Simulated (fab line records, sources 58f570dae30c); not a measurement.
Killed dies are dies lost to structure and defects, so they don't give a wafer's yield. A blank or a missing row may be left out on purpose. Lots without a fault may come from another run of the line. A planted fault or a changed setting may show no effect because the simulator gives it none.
fab line records | flow berkeley_cmos170 | part 2 of 2: steps 28 to 36 of 36
record lots=5 wafers=15 last_day=12
route steps=331 shown NVT@105 PVT@115 GATE@125 FIELD@126
lots that met no fault: from a run of the same line without faults
start_h: hours from the record's first day to the start of the lot's first wafer shown | wait_h: hours since the lot's step before | " the same as in the row above | L1.1+2: a row that stands for several wafers | - no value, or no start given | * or withheld: withheld | < > ~ a bound
route shown NAME@n: a module of which the file shows steps, and the number in the route of the first | usual: mean/standard deviation of fault-free wafers | same: alike in all rows | chamber/n: place in a boat | sites: the reading at each site | _std_site: their standard deviation | _edge_site: outer sites' mean less inner sites' | radius_mm: how far each site lies from the wafer's centre | mask NAME#n: copy n | behind: the tool/chamber that last shaped the wafer | hold: why the lot was held/for how many hours/how that ended | device: the transistor (n, p or np) that didn't switch | end of line: the same wafers' tests at the end of the route | a step without rows: its recipe alone | killed: dies lost to structure and defects at the first sort, not the wafer's yield | map: a wafer's dies, x killed, . not, _ none there
set.NAME: the setting as run; set.NAME@STEP: as run at that earlier step | model.NAME: the simulator's own value behind a step, which no gauge read
lots at some steps of the route; a table a step, a row a wafer
services: from which hour (start_h, from the record's first day; less than 0 if before it) a tool's chamber was out of use, for how many hours, and why
## steps
# step UCB170_GATE_COAT_06
# recipe resist=BARC temp_c=withheld time_s=withheld spin_rpm=3000 resist_thk_nm=withheld
# usual resist_line_temp_C=*
# columns lot.wafer tool chamber start_h wait_h resist_line_temp_C
L076.1 litho_track-03 0 168.55 0.4 *
L076.2 " 0 " " *
L076.6 " 0 " " *
L080.2 litho_track-01 0 185.64 0.1 *
L080.3 " 0 " " *
L080.6 " 0 " " *
L082.1 litho_track-04 0 186.22 0.6 *
L082.2 " 0 " " *
L082.4 " 0 " " *
L089.1 litho_track-04 0 217.95 0.3 *
L089.2 " 0 " " *
L089.5 " 0 " " *
L093.2 litho_track-03 0 239.13 0.1 *
L093.3 " 0 " " *
L093.6 " 0 " " *
# step UCB170_GATE_COAT_07
# recipe resist=KrF spin_rpm=1500 resist_thk_nm=900
# usual resist_line_temp_C=23.01/0.12
# columns lot.wafer tool chamber start_h wait_h resist_line_temp_C
L076.1 litho_track-03 0 - - 23.01
L076.2 " 0 " " 23.13
L076.6 " 0 " " 23.11
L080.2 litho_track-01 0 - - 22.89
L080.3 " 0 " " 23.01
L080.6 " 0 " " 22.88
L082.1 litho_track-04 0 - - 23.02
L082.2 " 0 " " 22.85
L082.4 " 0 " " 22.93
L089.1 litho_track-04 0 - - 22.85
L089.2 " 0 " " 23.04
L089.5 " 0 " " 22.96
L093.2 litho_track-03 0 - - 23.03
L093.3 " 0 " " 22.97
L093.6 " 0 " " 22.86
# step UCB170_GATE_SOFTBAKE_08
# recipe resist=KrF temp_c=130 time_s=60
# usual resist_line_temp_C=22.99/0.12
# columns lot.wafer tool chamber start_h wait_h resist_line_temp_C
L076.1 litho_track-03 0 - - 23.06
L076.2 " 0 " " 23.16
L076.6 " 0 " " 23.03
L080.2 litho_track-01 0 - - 22.96
L080.3 " 0 " " 22.86
L080.6 " 0 " " 23.04
L082.1 litho_track-04 0 - - 23.14
L082.2 " 0 " " 23.03
L082.4 " 0 " " 23.10
L089.1 litho_track-04 0 - - 22.96
L089.2 " 0 " " 23.08
L089.5 " 0 " " 23.02
L093.2 litho_track-03 0 - - 22.98
L093.3 " 0 " " 23.06
L093.6 " 0 " " 23.00
# step UCB170_GATE_EXPOSE_09
# recipe mask_id=POLY target_cd_nm=350 na=0.5 sigma_outer=0.6 source_shape=conventional dose_mj=21.48
# usual stage_vel_mm_s=499.99/0.24
# same sigma_outer=0.6
# columns lot.wafer tool chamber start_h wait_h mask stage_vel_mm_s
L076.1 krf_scanner-01 0 169.21 - POLY#0 499.88
L076.2 " 0 " " POLY#0 500.56
L076.6 " 0 " " POLY#0 500.47
L080.2 krf_scanner-01 0 186.45 - POLY#0 500.32
L080.3 " 0 " " POLY#0 500.01
L080.6 " 0 " " POLY#0 500.16
L082.1 krf_scanner-02 0 187.03 - POLY#0 500.01
L082.2 " 0 " " POLY#0 499.99
L082.4 " 0 " " POLY#0 500.08
L089.1 krf_scanner-01 0 218.68 - POLY#0 499.78
L089.2 " 0 " " POLY#0 499.45
L089.5 " 0 " " POLY#0 500.05
L093.2 krf_scanner-01 0 239.83 - POLY#0 499.78
L093.3 " 0 " " POLY#0 499.86
L093.6 " 0 " " POLY#0 499.67
# step UCB170_GATE_PEB_10
# recipe peb_temp_c=130 peb_time_s=withheld resist=KrF
# usual resist_line_temp_C=22.98/0.098
# columns lot.wafer tool chamber start_h wait_h resist_line_temp_C
L076.1 litho_track-03 0 169.36 0.1 22.93
L076.2 " 0 " " 22.91
L076.6 " 0 " " 23.04
L080.2 litho_track-01 0 186.58 0.1 22.85
L080.3 " 0 " " 22.81
L080.6 " 0 " " 22.76
L082.1 litho_track-03 0 187.52 0.5 22.96
L082.2 " 0 " " 22.98
L082.4 " 0 " " 22.93
L089.1 litho_track-01 0 219.07 0.4 22.97
L089.2 " 0 " " 22.83
L089.5 " 0 " " 23.01
L093.2 litho_track-01 0 239.95 0.1 22.99
L093.3 " 0 " " 23.00
L093.6 " 0 " " 22.96
# step UCB170_GATE_DEVELOP_11
# recipe developer=TMAH develop_time_s=45 resist=KrF dev_temp_c=21
# usual resist_line_temp_C=23.00/0.097
# columns lot.wafer tool chamber start_h wait_h resist_line_temp_C
L076.1 litho_track-03 0 - - 23.04
L076.2 " 0 " " 22.95
L076.6 " 0 " " 23.11
L080.2 litho_track-01 0 - - 22.81
L080.3 " 0 " " 23.00
L080.6 " 0 " " 22.87
L082.1 litho_track-03 0 - - 22.98
L082.2 " 0 " " 23.13
L082.4 " 0 " " 23.10
L089.1 litho_track-01 0 - - 22.96
L089.2 " 0 " " 22.95
L089.5 " 0 " " 23.01
L093.2 litho_track-01 0 - - 22.98
L093.3 " 0 " " 22.73
L093.6 " 0 " " 22.88
# step UCB170_GATE_CD_MEAS_12
# recipe target_cd_nm=350
# usual cd_nm=350.3/1.5
# columns lot.wafer tool chamber start_h wait_h cd_nm
L076.1 cd_sem-02 - 169.64 - 349.8
L076.2 " - " " 349.6
L076.6 " - " " 348.2
L080.2 cd_sem-01 - 186.85 - 346.5
L080.3 " - " " 348.2
L080.6 " - " " 348.9
L082.1 cd_sem-02 - 187.79 - 353.6
L082.2 " - " " 352.2
L082.4 " - " " 351.7
L089.1 cd_sem-02 - 219.41 - 350.0
L089.2 " - " " 349.9
L089.5 " - " " 351.3
L093.2 cd_sem-01 - 240.23 - 350.9
L093.3 " - " " 352.0
L093.6 " - " " 350.0
# step UCB170_GATE_OVL_MEAS_13
# usual GATE_OVL=2/5.3
# columns lot.wafer tool chamber start_h wait_h GATE_OVL[nm]
L076.1 overlay-02 - 169.76 0.1 0
L076.2 " - " " -5
L076.6 " - " " 3
L080.2 overlay-02 - 186.95 0.1 7
L080.3 " - " " 9
L080.6 " - " " 11
L082.1 overlay-02 - 187.91 0.1 6
L082.2 " - " " 6
L082.4 " - " " 3
L089.1 overlay-01 - 219.53 0.1 5
L089.2 " - " " 0
L089.5 " - " " 6
L093.2 overlay-01 - 240.33 0.1 5
L093.3 " - " " 0
L093.6 " - " " 15
# step UCB170_GATE_ETCH_14
# recipe chemistry=N2/H2 target_depth_a=withheld overetch_a=withheld target=BARC time_s=withheld source_w=500 bias_w=103.1 pressure_mtorr=30 n2_flow_sccm=100 h2_flow_sccm=200
# usual drypump_motor_current_A=5.8/0.41 h2_flow_sccm=200.0/0.57 oes_product_au=1.008/0.015 throttle_valve_pct=13.29/0.16
# columns lot.wafer tool chamber start_h wait_h drypump_motor_current_A h2_flow_sccm oes_product_au throttle_valve_pct
L076.1 rie_diel-02 2 169.79 0.0 5.5 200.4 1.007 13.33
L076.2 " 1 " " 5.6 200.2 1.018 13.18
L076.6 " 3 " " 6.1 199.5 1.007 13.49
L080.2 rie_diel-04 0 186.98 0.0 5.7 200.2 1.000 12.99
L080.3 " 1 " " 6.3 200.4 0.974 13.07
L080.6 " 2 " " 4.9 200.3 1.022 13.21
L082.1 rie_diel-03 0 187.95 0.0 5.6 199.9 1.021 13.24
L082.2 " 3 " " 6.5 199.4 1.005 13.55
L082.4 " 2 " " 5.7 199.7 1.014 13.34
L089.1 rie_diel-03 2 219.57 0.0 5.8 199.3 1.009 13.34
L089.2 " 1 " " 5.7 199.3 1.018 13.38
L089.5 " 3 " " 6.4 199.8 1.023 13.56
L093.2 rie_diel-04 0 240.36 0.0 5.7 199.6 1.000 12.99
L093.3 " 1 " " 6.3 200.0 0.976 13.05
L093.6 " 3 " " 5.9 200.0 1.005 13.25
## services
# columns tool chamber start_h hours kind
plasma_asher-03 - 125.65 2.8 pm
plasma_asher-04 - 127.14 1.7 repair
plasma_asher-04 - 127.64 11.0 repair
krf_scanner-02 - 131.25 1.0 pm
rie_diel-02 3 139.15 1.5 repair
rie_diel-02 - 147.40 2.0 repair
krf_scanner-02 - 157.45 0.8 pm
krf_scanner-01 - 159.55 6.1 repair
implanter-03 - 162.43 3.8 repair
krf_scanner-01 - 169.62 2.9 repair
implanter-02 - 172.92 5.2 pm
lpcvd-02 - 173.47 0.6 repair
plasma_asher-03 - 175.78 0.5 repair
furnace-02 - 178.14 2.0 pm
krf_scanner-01 - 186.73 1.0 pm
plasma_asher-04 - 192.81 0.7 repair
rie_diel-04 2 196.98 9.6 repair
krf_scanner-01 - 203.41 0.8 pm
krf_scanner-01 - 205.16 1.3 pm
krf_scanner-02 - 212.15 1.3 pm
krf_scanner-02 - 213.45 3.6 pm
furnace-02 - 215.06 3.6 pm
krf_scanner-02 - 218.06 1.0 repair
furnace-01 - 219.23 3.7 pm
